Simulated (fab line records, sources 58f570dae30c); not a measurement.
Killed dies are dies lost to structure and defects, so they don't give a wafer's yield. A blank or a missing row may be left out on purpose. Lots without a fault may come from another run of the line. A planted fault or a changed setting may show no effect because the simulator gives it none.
One fault seen from 2 desks | flow berkeley_cmos170 | each desk has only its own numbers; what lay behind them comes last

THE TOOL OWNER'S DESK: rtp_anneal-02
The tool's own readings at UCB170_SILICIDE_RTA_04 (time 15 s): means of the sampled wafers that have a number, for each lot that ran on this tool. A lot is out of limits, marked OUT, if its mean lies more than 4 standard deviations from the usual mean; the brackets give that distance.
Columns: A = anneal_temp_c_max at UCB170_SILICIDE_RTA_04, usual 653.5; B = lamp_power_pct at UCB170_SILICIDE_RTA_04, usual 8.929 %; C = wafer_temp_C_max at UCB170_SILICIDE_RTA_04, usual 652.4
lot  | first seen here | A     | B     | C
L264 | day 9 01:28     | 653.6 | 8.926 | 651.7
L267 | day 10 15:13    | 652.6 | 8.920 | 652.0
L275 | day 11 18:23    | 653.1 | 8.913 | 651.8
L274 | day 11 18:40    | 652.2 | 8.916 | 652.8
This desk's finding: nothing out of limits on any of the 4 lots.

THE METROLOGY DESK
What the gauges read, lot by lot, whatever tool the lot ran on: means of the sampled wafers that have a number. A lot is out of limits, marked OUT, if its mean lies more than 4 standard deviations from the usual mean; the brackets give that distance. Of its 12 readings 7 are shown: those that lie furthest out on some lot.
Columns: A = PSD_RS at UCB170_SDANNEAL_RS_MEAS_02, usual 75.6 ohm/sq; B = NSD_RS at UCB170_SDANNEAL_RS_MEAS_03, usual 37.29 ohm/sq; C = PLDD_RS at UCB170_SDANNEAL_RS_MEAS_04, usual 1032 ohm/sq; D = NLDD_RS at UCB170_SDANNEAL_RS_MEAS_05, usual 616.4 ohm/sq; E = cd_nm at UCB170_CONTACT_CD_MEAS_15, usual 699.7 nm; F = CONTACT_OVL at UCB170_CONTACT_OVL_MEAS_16, usual -2 nm; G = M1_AL_THK at UCB170_M1_THK_MEAS_02, usual 596 nm
lot  | first seen here | A    | B     | C    | D     | E     | F  | G
L262 | day 8 12:03     | 76.0 | 37.35 | 1037 | 620.6 | 699.5 | -5 | 591
L264 | day 9 00:43     | 75.2 | 37.13 | 1030 | 614.7 | 698.0 | -1 | 593
L267 | day 10 14:27    | 75.7 | 37.29 | 1028 | 615.8 | 700.3 | -4 | 598
L276 | day 11 06:52    | 75.8 | 37.37 | 1028 | 617.5 | 700.3 | -2 | 605
L275 | day 11 17:28    | 75.5 | 37.22 | 1029 | 614.0 | 698.1 | 5  | 600
L274 | day 11 17:56    | 75.3 | 37.29 | 1035 | 615.0 | 699.3 | 0  | 595
This desk's finding: nothing out of limits on any of the 6 lots.

PUT TOGETHER
The tool owner's desk saw nothing out of limits.
The metrology desk saw nothing out of limits.

WHAT THE SIMULATOR HAD PUT IN
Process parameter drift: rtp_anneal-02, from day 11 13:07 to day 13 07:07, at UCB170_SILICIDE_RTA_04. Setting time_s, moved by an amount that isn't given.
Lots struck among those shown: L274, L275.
